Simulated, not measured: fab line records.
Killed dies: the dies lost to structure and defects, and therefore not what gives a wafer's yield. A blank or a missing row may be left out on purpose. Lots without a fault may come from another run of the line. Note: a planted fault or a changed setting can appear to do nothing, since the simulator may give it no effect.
Comparing a struck lot with a sound one | flow berkeley cmos170 | 45 out of 331 route steps
Sound: the wafers L724.1, L724.4, L724.6. Wafers L734.3, L734.5, L734.6 were the ones struck. The cause is named last.
Order at every step that has rows: each side's tool, ch and its chambers, its first start. Under that, the readings that differ: sound wafers | struck wafers | difference of the means | sigmas: that difference in standard deviations of wafers without a fault.
alike: words and numbers the same on both sides, and readings whose means are apart by under 2 such deviations; not compared: readings that were withheld, readings missing a value for some wafer, numbers with overlapping values and no deviation given by the record, and bounds like >300 which may hide the same value.
Wherever a step has rows on one side only, a row that says differs or no value, or a row with sigmas, the two part there. Numbers that don't overlap but have no deviation are shown without sigmas and don't part them. Lack of a reading on every wafer of one side parts them only where that side has two or more wafers.

first, 6 steps without rows for these wafers: UCB170_ZERO_HMDS_00 (prime time 60 s); UCB170_ZERO_COAT_01 (resist thk 900 nm); UCB170_ZERO_SOFTBAKE_02 (time 60 s); UCB170_ZERO_EXPOSE_03 (exposes mask PM MARKS, target cd 4000 nm); UCB170_ZERO_PEB_04; UCB170_ZERO_DEVELOP_05 (develop time 45 s).
UCB170_ZERO_ETCH_06: etches SiO2 in CHF3/CF4/Ar, time 12 s.
  sound on rie diel-02 ch 0,3, day 2 00:52; struck on rie diel-01 ch 1,3, day 4 08:40
  alike: drypump motor current A, mfc ar sccm, oes product au, throttle valve pct
  not compared: rf hours counter h
UCB170_ZERO_STRIP_07: strips in O2.
  sound on plasma asher-01 ch 0,1, day 2 00:53; struck on plasma asher-02 ch 0,1, day 4 08:43
  alike: drypump motor current A, o2 flow sccm, oes product au, strip time to endpoint s
  not compared: rf hours counter h
then, 2 steps without rows for these wafers: UCB170_NWELL_WET_ETCH_00 (etches SiO2 in dHF, time 200 s); UCB170_NWELL_OXIDATION_01 (target thk 26.4 nm, ox time 1260 s).
UCB170_NWELL_THK_MEAS_02:
  struck on film metro-04, day 4 11:07; sound on film metro-02, day 2 06:36
  alike: NWELL_OXIDE_THK
then, 1 step without rows for these wafers: UCB170_NWELL_ANNEAL_03 (time 900 s).
UCB170_NWELL_CVD_04: deposits Si3N4 from SiH2Cl2/NH3, target thk 224 nm, time 3360 s.
  sound on lpcvd-01 ch 0, day 2 10:34; struck on lpcvd-01 ch 1, day 4 17:02
  alike: nh3 flow sccm
UCB170_NWELL_THK_MEAS_05:
  struck on film metro-04, day 4 18:59; sound on film metro-02, day 2 13:28
  alike: NWELL_NITRIDE_THK
then, 6 steps without rows for these wafers: UCB170_NWELL_HMDS_06 (prime time 60 s); UCB170_NWELL_COAT_07 (resist thk 900 nm); UCB170_NWELL_SOFTBAKE_08 (time 60 s); UCB170_NWELL_EXPOSE_09 (exposes mask NWELL, target cd 3000 nm); UCB170_NWELL_PEB_10; UCB170_NWELL_DEVELOP_11 (develop time 45 s).
UCB170_NWELL_OVL_MEAS_12:
  struck on overlay-01, day 4 20:11; sound on overlay-01, day 2 15:18
  alike: NWELL_OVL
UCB170_NWELL_ETCH_13: etches Si3N4 in CH3F/Ar/O2, stops on SiO2, target depth 246.4 nm, time 154 s.
  sound on rie diel-02 ch 0,2,3, day 2 15:20; struck on rie diel-03 ch 0,1, day 4 20:13
  reading               | sound             | struck            | difference | sigmas
  oes product au (a.u.) | 0.943 0.964 0.969 | 0.932 0.938 0.928 | -0.026     | -2
  alike: drypump motor current A, mfc ar sccm, throttle valve pct
  not compared: rf hours counter h
then, 1 step without rows for these wafers: UCB170_NWELL_IMPLANT_14.
UCB170_NWELL_STRIP_15: strips in O2.
  sound on plasma asher-03 ch 0,1, day 2 15:35; struck on plasma asher-03 ch 0,1, day 4 20:30
  alike: drypump motor current A, o2 flow sccm, oes product au, strip time to endpoint s
  not compared: rf hours counter h
UCB170_NWELL_TW_MEAS_16:
  struck on film metro-03, day 4 20:35; sound on film metro-02, day 2 15:41
  reading  | sound          | struck         | difference | sigmas
  NWELL_TW | 1235 1236 1237 | 1262 1261 1269 | +28        | +3
then, 6 steps without rows for these wafers: UCB170_NWELL_CLEAN_17 (cleans in SPM, time 600 s); UCB170_NWELL_WET_ETCH_18 (etches Si3N4 in H3PO4, time 14400 s); UCB170_NWELL_WET_ETCH_19 (etches SiO2 in BOE, time 22 s); UCB170_PWELL_CLEAN_00 (cleans in SPM, time 600 s); UCB170_PWELL_CLEAN_01 (cleans in dHF, time 60 s); UCB170_PWELL_OXIDATION_02 (target thk 26.4 nm, ox time 1260 s).
UCB170_PWELL_THK_MEAS_03:
  struck on film metro-01, day 5 04:32; sound on film metro-02, day 3 01:43
  alike: PWELL_OXIDE_THK
then, 2 steps without rows for these wafers: UCB170_PWELL_ANNEAL_04 (time 900 s); UCB170_PWELL_CVD_05 (deposits Si3N4 from SiH2Cl2/NH3, target thk 220 nm, time 3300 s).
UCB170_PWELL_THK_MEAS_06:
  struck on film metro-04, day 5 13:31; sound on film metro-02, day 3 10:25
  alike: PWELL_NITRIDE_THK
then, 6 steps without rows for these wafers: UCB170_PWELL_HMDS_07 (prime time 60 s); UCB170_PWELL_COAT_08 (resist thk 900 nm); UCB170_PWELL_SOFTBAKE_09 (time 60 s); UCB170_PWELL_EXPOSE_10 (exposes mask PWELL, target cd 3000 nm); UCB170_PWELL_PEB_11; UCB170_PWELL_DEVELOP_12 (develop time 45 s).
UCB170_PWELL_OVL_MEAS_13:
  struck on overlay-02, day 5 15:01; sound on overlay-01, day 3 12:11
  alike: PWELL_OVL
UCB170_ACTIVE_DEVELOP_12: develop time 47.04 s.
  the record has rows for the sound wafers here (litho track-02 ch 0) and none for the struck ones
UCB170_ACTIVE_ETCH_15: etches Si3N4 in CH3F/Ar/O2, stops on SiO2, target depth 242 nm, time 151 s.
  the record has rows for the sound wafers here (rie diel-01 ch 0,1,2, day 4 22:31) and none for the struck ones
then, 1 step without rows for these wafers: UCB170_M3_PROBE_99.

## WHERE THEY PART
First at UCB170_NWELL_ETCH_13; last, within this record, at UCB170_ACTIVE_ETCH_15.

WHY: what had been put in by the simulator
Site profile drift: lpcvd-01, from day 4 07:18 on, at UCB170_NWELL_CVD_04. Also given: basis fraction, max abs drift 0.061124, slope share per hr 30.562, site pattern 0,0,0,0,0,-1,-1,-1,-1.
